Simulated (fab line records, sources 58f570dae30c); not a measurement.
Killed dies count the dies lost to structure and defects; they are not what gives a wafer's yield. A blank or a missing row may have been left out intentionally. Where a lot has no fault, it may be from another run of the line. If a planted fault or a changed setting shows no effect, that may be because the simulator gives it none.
A struck lot beside a sound one :: flow berkeley cmos170 :: 14 steps out of a route of 331
Sound: wafers L464.1, L464.3, L464.4. Wafers struck: L470.3, L470.4, L470.6. The cause comes at the end.
Per side, at each step with rows, come the tool, then ch with its chambers, and then its first start. Under that, the readings that differ: sound wafers :: struck wafers :: difference of the means :: sigmas: that difference in standard deviations of wafers without a fault.
alike: a reading whose means differ by less than 2 such deviations, as well as words and numbers matching on both sides. not compared: withheld readings; readings where some wafer has no value; bounds like >300 that might hide an equal value; numbers whose values overlap and for which the record gives no deviation.
A row with sigmas, a row that says differs or no value, or rows on one side alone: a step with any of these is where the two part. Numbers that don't overlap but have no deviation are shown without sigmas and don't part them. A reading that every wafer of one side lacks parts them only if that side has two wafers or more.

UCB170_ZERO_STRIP_07: strips in O2.
  sound on plasma asher-02 ch 0,1, day 2 10:05; struck on plasma asher-04 ch 0,1, day 3 16:46
  alike: drypump motor current A, oes product au, strip time to endpoint s
  not compared: rf hours counter h
then, 2 steps without rows for these wafers: UCB170_NWELL_WET_ETCH_00 (etches SiO2 in dHF, time 200 s); UCB170_NWELL_OXIDATION_01 (target thk 26.4 nm, ox time 1260 s).
UCB170_NWELL_THK_MEAS_02:
  sound on film metro-04, day 2 18:09; struck on film metro-03, day 3 22:35
  alike: NWELL_OXIDE_THK
then, 2 steps without rows for these wafers: UCB170_NWELL_ANNEAL_03 (time 900 s); UCB170_NWELL_CVD_04 (deposits Si3N4 from SiH2Cl2/NH3, target thk 224 nm, time 3360 s).
UCB170_NWELL_THK_MEAS_05:
  sound on film metro-04, day 3 02:07; struck on film metro-01, day 4 02:00
  alike: NWELL_NITRIDE_THK
then, 5 steps without rows for these wafers: UCB170_NWELL_HMDS_06 (prime time 60 s); UCB170_NWELL_COAT_07 (resist thk 900 nm); UCB170_NWELL_SOFTBAKE_08 (time 60 s); UCB170_NWELL_EXPOSE_09 (exposes mask NWELL, target cd 3000 nm); UCB170_NWELL_PEB_10.
UCB170_NWELL_DEVELOP_11: develop time 45 s.
  struck on litho track-04, day 4 04:00; sound on litho track-04 ch 0, day 3 03:00
  no value came back on the struck wafers for chill plate temp C (C), develop time s (s); on the sound wafers chill plate temp C (C) reads 22.98 22.97 23.03
reading: model.KrF_of_NWELL_COAT_07.thk nm (nm)
sound: 886.2 883 885.9
struck: 901.5 901.6 904.3
difference: +17.4
sigmas: 
UCB170_NWELL_OVL_MEAS_12:
  sound on overlay-02, day 3 03:10; struck on overlay-01, day 4 04:10
reading: NWELL_OVL (nm)
sound: -6 -5 4
struck: - - -
difference: no value on the struck wafers
sigmas: 

## WHERE THEY PART
Last at UCB170_NWELL_OVL_MEAS_12 as far as this record goes, first at UCB170_NWELL_DEVELOP_11.

WHY: the cause the simulator had injected
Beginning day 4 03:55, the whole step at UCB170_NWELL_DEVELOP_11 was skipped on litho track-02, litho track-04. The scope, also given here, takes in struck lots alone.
